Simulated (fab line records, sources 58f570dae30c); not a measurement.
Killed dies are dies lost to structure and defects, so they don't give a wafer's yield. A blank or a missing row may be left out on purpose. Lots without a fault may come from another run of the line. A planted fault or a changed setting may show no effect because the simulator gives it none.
Split-lot experiment | flow berkeley_cmos170 | 5 lots, 23 wafers read, on a route of 331 steps

THE SPLIT
At UCB170_SILICIDE_SPUTTER_01 (material Ti, target thk 30 nm, time 25 s), the setting time_s was moved away from the recipe's 25 s on 7 of the 23 wafers read, by -11.9% to +8.8%. The other wafers ran this setting at the recipe's value.

FROM THE SPLIT TO THE READING: what the file shows between them, 1 step
- UCB170_SILICIDE_RS_MEAS_02: measures by four-point-probe

THE READING
SILICIDE_TI_THK, in nm, at UCB170_SILICIDE_THK_MEAS_03 (measures by xrf). Fault-free wafers of this fab line usually give 30.4 nm, standard deviation 0.36 nm.

wafer  | tool, chamber at the split | time_s as run, s | against the recipe | SILICIDE_TI_THK, nm | against lot-mates on the recipe
L074.1 | pvd_sputter-03, -          | 25               | recipe             | 30.9                | -
L074.2 | pvd_sputter-03, -          | 25               | recipe             | 29.9                | -
L074.3 | pvd_sputter-03, -          | 25               | recipe             | 30.8                | -
L074.4 | pvd_sputter-03, -          | 25               | recipe             | 30.8                | -
L074.5 | pvd_sputter-03, -          | 25               | recipe             | 30.9                | -
L075.1 | pvd_sputter-04, -          | 25               | recipe             | 30.4                | -
L075.2 | pvd_sputter-04, -          | 25               | recipe             | 30.3                | -
L075.3 | pvd_sputter-04, -          | 23.35            | -6.6%              | 28.5                | -1.8
L075.5 | pvd_sputter-04, -          | 23.35            | -6.6%              | 28.2                | -2.1
L075.6 | pvd_sputter-04, -          | 25               | recipe             | 30.1                | -
L080.1 | pvd_sputter-03, -          | 25               | recipe             | 29.7                | -
L080.3 | pvd_sputter-03, -          | 25               | recipe             | 30.8                | -
L080.4 | pvd_sputter-03, -          | 25               | recipe             | 30.0                | -
L081.1 | pvd_sputter-02, -          | 25               | recipe             | 30.2                | -
L081.2 | pvd_sputter-02, -          | 27.2             | +8.8%              | 32.9                | +2.6
L081.4 | pvd_sputter-02, -          | 27.2             | +8.8%              | 32.9                | +2.6
L081.5 | pvd_sputter-02, -          | 25               | recipe             | 30.3                | -
L081.6 | pvd_sputter-02, -          | 27.2             | +8.8%              | 32.7                | +2.5
L085.1 | pvd_sputter-03, -          | 25               | recipe             | 30.3                | -
L085.2 | pvd_sputter-03, -          | 25               | recipe             | 30.2                | -
L085.3 | pvd_sputter-03, -          | 22.02            | -11.9%             | 26.8                | -3.5
L085.5 | pvd_sputter-03, -          | 25               | recipe             | 30.4                | -
L085.6 | pvd_sputter-03, -          | 22.02            | -11.9%             | 26.9                | -3.4

THE FIT
A straight line over all 23 wafers: SILICIDE_TI_THK changes by +0.291 nm for each +1% of time_s; r = +0.98; the points scatter about the line by 0.32 nm.
The same after taking each lot's own level away (the mean of its wafers on the recipe; 23 wafers): +0.291 nm for each +1%; r = +0.99; scatter 0.27 nm.
On that fit, the largest move of time_s shifts the reading by 3.5 nm.
The lots' own levels span 30.17 to 30.66 nm, that is 1.4 times the standard deviation above.
So the lot-to-lot level changes the slope little: the two slopes agree.
Check: with one of the wafers moved furthest among these (-11.9%) left out of the fit, the line predicts -3.45 nm for it against its lot-mates. It came out at -3.5 nm against them.

OTHER SPLITS ON THESE WAFERS
These wafers also went through other splits before the reading. Each is held against what the fit with the lots' levels taken away leaves over:
other split on the same wafers | wafers away from the commonest value | r with SILICIDE_TI_THK (lot level and that fit taken away)
UCB170_SPACER_CVD_00 time_s    | 6                                    | -0.13
UCB170_PSD_COAT_01 spin_rpm    | 10                                   | -0.06

THE WHOLE CHAIN: every reading that the file lists as answering this split, in the file's order
step                        | what it does                             | reading                                                                           | change (the file's fit)               | r (the file's)
UCB170_SILICIDE_SPUTTER_01  | material Ti, target thk 30 nm, time 25 s | Ti_of_SILICIDE_SPUTTER_01.thk_nm (the simulator's own value, which no gauge read) | +0.293 nm for each +1% of the setting | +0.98
UCB170_SILICIDE_RS_MEAS_02  | measures by four-point-probe             | SILICIDE_TI_RS                                                                    | -0.316 for each +1% of the setting    | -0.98
UCB170_SILICIDE_THK_MEAS_03 | measures by xrf                          | SILICIDE_TI_THK                                                                   | +0.292 for each +1% of the setting    | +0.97

THE FILE'S OWN FIT
SILICIDE_TI_THK changes by +0.292 nm for each +1% of time_s, r = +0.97.
